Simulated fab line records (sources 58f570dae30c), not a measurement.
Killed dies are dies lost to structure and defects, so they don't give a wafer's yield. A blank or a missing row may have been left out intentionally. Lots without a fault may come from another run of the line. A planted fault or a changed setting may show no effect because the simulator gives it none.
Chamber matching | flow berkeley-cmos170 | UCB170_ZERO_ETCH_06 on rie-diel-01 has 4 sister chambers
The step etches SiO2 in CHF3/CF4/Ar, time 12 s. 4 wafers are shown with their chamber, then 8 later ones without.

== EACH WAFER AND ITS CHAMBER ==
wafer  | chamber | throttle-valve-pct (%)
L597.6 | 2       | 9.31
L600.2 | 1       | 9.44
L601.1 | 3       | 9.23
L604.2 | 0       | 9.06

== WAFERS WITH NO CHAMBER GIVEN ==
wafer  | throttle-valve-pct (%)
L604.3 | 9.20
L604.5 | 9.06
L612.3 | 9.07
L612.5 | 9.06
L612.6 | 9.43
L614.2 | 9.23
L614.4 | 9.30
L614.6 | 9.32

== EACH ONE'S CHAMBER ==
wafer  | from the rows above | in truth
L604.3 | 3                   | 3
L604.5 | 0                   | 0
L612.3 | 0                   | 0
L612.5 | 0                   | 0
L612.6 | 1                   | 1
L614.2 | 3                   | 3
L614.4 | 2                   | 2
L614.6 | 2                   | 2
Correctly placed: 8 of 8. Not placeable from these rows: 0. Placed wrongly: 0.
How it was worked out, from the rows above alone: a wafer's distance from a chamber is the root of the sum, over the readings, of the square of ((its reading less the chamber's mean) divided by the reading's scatter). If the next closest chamber is less than 2 further off than the closest, the wafer can't be placed; otherwise it belongs to the closest. A chamber's mean is the mean of its shown wafers. The scatter: with one shown wafer a chamber, the root of the mean of the squares of how far each hidden wafer lies from its nearest shown one.
